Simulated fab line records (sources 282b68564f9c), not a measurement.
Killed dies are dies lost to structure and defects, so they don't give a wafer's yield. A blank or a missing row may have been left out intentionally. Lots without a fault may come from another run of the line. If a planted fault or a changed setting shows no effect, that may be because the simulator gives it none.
Which tool was responsible? | flow rit-cmos | 42 wafers from 14 lots sampled at 2 of the route's 202 steps

== WHAT THE GAUGES READ, wafer by wafer ==
RIT_GATE_THK_MEAS_09.
lot  | measured    | on            | GATE_POLY_THK (nm)
L910 | day 2 19:22 | film-metro-01 | 250.4 249.9 249.0
L911 | day 3 02:24 | film-metro-01 | 249.4 247.1 245.9
L912 | day 3 08:23 | film-metro-03 | 247.6 246.0 247.9
L913 | day 3 18:57 | film-metro-02 | 246.5 247.7 248.7
L914 | day 3 18:33 | film-metro-03 | 248.5 249.3 249.0
L915 | day 3 20:10 | film-metro-01 | 246.7 246.7 247.1
L918 | day 4 16:47 | film-metro-01 | 249.7 248.1 250.3
L919 | day 4 18:22 | film-metro-02 | 252.4 251.5 251.8
L921 | day 5 04:56 | film-metro-03 | 246.9 244.7 245.2
L923 | day 5 13:30 | film-metro-03 | 246.3 247.7 247.9
L925 | day 5 21:23 | film-metro-01 | 250.5 250.3 249.9
L930 | day 6 23:59 | film-metro-03 | 359.2 356.7 359.8
L931 | day 7 07:43 | film-metro-02 | 354.7 354.0 353.5
L932 | day 7 09:03 | film-metro-01 | 243.9 245.5 244.1

== TOOL THAT RAN EACH LOT (tool first, then ch and the chambers of the sampled wafers, then the start) ==
lot  | RIT_GATE_CVD_08
L910 | lpcvd-01 ch 1, day 2 16:56
L911 | lpcvd-02 ch 1, day 3 00:47
L912 | lpcvd-02 ch 0, day 3 06:45
L913 | lpcvd-01 ch 0, day 3 16:29
L914 | lpcvd-02 ch 0, day 3 16:55
L915 | lpcvd-02 ch 1, day 3 18:32
L918 | lpcvd-02 ch 0, day 4 14:21
L919 | lpcvd-01 ch 0, day 4 15:56
L921 | lpcvd-02 ch 1, day 5 03:19
L923 | lpcvd-02 ch 1, day 5 11:52
L925 | lpcvd-01 ch 0, day 5 19:47
L930 | lpcvd-01 ch 1, day 6 22:22
L931 | lpcvd-01 ch 1, day 7 06:07
L932 | lpcvd-02 ch 1, day 7 07:26
- RIT_GATE_CVD_08: deposits poly-Si from SiH4, target thk 250 nm, time 2220 s.

== AS READ BY THE TOOLS THEMSELVES (means over the sampled wafers that have a number; for cases with no such wafer, the mark the record gives instead) ==
RIT_GATE_CVD_08.
lot  | tool     | spike-tc-centre-C (C) | spike-tc-source-C (C) | susceptor-temp-C (C) | zone-power-centre-pct (%)
L910 | lpcvd-01 | 611.6                 | 631.4                 | 609.80               | 30.6
L911 | lpcvd-02 | 611.7                 | 631.9                 | 609.87               | 28.6
L912 | lpcvd-02 | 611.8                 | 628.1                 | 610.15               | 29.5
L913 | lpcvd-01 | 611.2                 | 630.8                 | 609.88               | 24.1
L914 | lpcvd-02 | 611.5                 | 628.5                 | 609.79               | 29.3
L915 | lpcvd-02 | 611.2                 | 631.6                 | 609.65               | 28.8
L918 | lpcvd-02 | 612.9                 | 628.6                 | 610.08               | 29.1
L919 | lpcvd-01 | 612.2                 | 632.3                 | 610.06               | 24.2
L921 | lpcvd-02 | 610.8                 | 630.6                 | 609.83               | 28.8
L923 | lpcvd-02 | 611.4                 | 631.0                 | 610.25               | 28.8
L925 | lpcvd-01 | 612.6                 | 632.0                 | 609.54               | 23.8
L930 | lpcvd-01 | 626.4                 | 646.5                 | 624.89               | 30.9
L931 | lpcvd-01 | 625.2                 | 647.3                 | 625.29               | 31.7
L932 | lpcvd-02 | 610.9                 | 631.3                 | 610.03               | 28.6

== THE ANSWER, worked out from the rows above alone ==
Rule: the usual values come from the lots themselves. Put in order of their means at a reading, lots are off if they are a third of the lots or fewer, leave a main group of 4 or more, and stand apart from it by a gap of 3 or more times the standard deviation of the main group's means; of several such gaps the widest counts. A main group whose means are all the same, to the digits that the tables above print for the reading, isn't used. Also off: a lot with no number at a reading for which 4 or more lots have one. All remaining lots with rows at the step are treated as sound. Order of review: gauges by route order, followed by the tools' own readings, for which a lot's mean as printed above is used. The first step at which some lot is off is used, and at that step the reading that is off furthest; a lot without a number counts as furthest.
Off: L930, L931, seen at RIT_GATE_THK_MEAS_09 (GATE_POLY_THK). The main group: mean 248.1 nm, standard deviation 2.
A tool fits if, at a process step before that reading, it ran every lot that is off, and no sound lot after the first of them. Not tried: the gauges at RIT_GATE_THK_MEAS_09; whatever is off there is also off at RIT_GATE_CVD_08, on other tools, and gauge error can't account for it. One fits: RIT_GATE_CVD_08 on lpcvd-01. A fault onset in the window from L925 (day 5 19:47, its last sound lot) to L930 (day 6 22:22, its first lot off) fits.
The tool's own readings at RIT_GATE_CVD_08 bear it out: on the lots that are off they differ by more than 5 times the standard deviation of the sound lots' means. spike-tc-centre-C reads 625.8 C there against 611.6 C on the sound lots; spike-tc-source-C reads 646.9 C there against 630.7 C on the sound lots; susceptor-temp-C reads 625.09 C there against 609.91 C on the sound lots.

== WHAT HAD BEEN PUT IN BY THE SIMULATOR ==
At RIT_GATE_CVD_08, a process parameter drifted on lpcvd-01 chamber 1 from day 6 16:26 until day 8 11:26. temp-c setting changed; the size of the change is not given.
Struck lots among those shown: L930, L931. The rule given above showed the same thing.
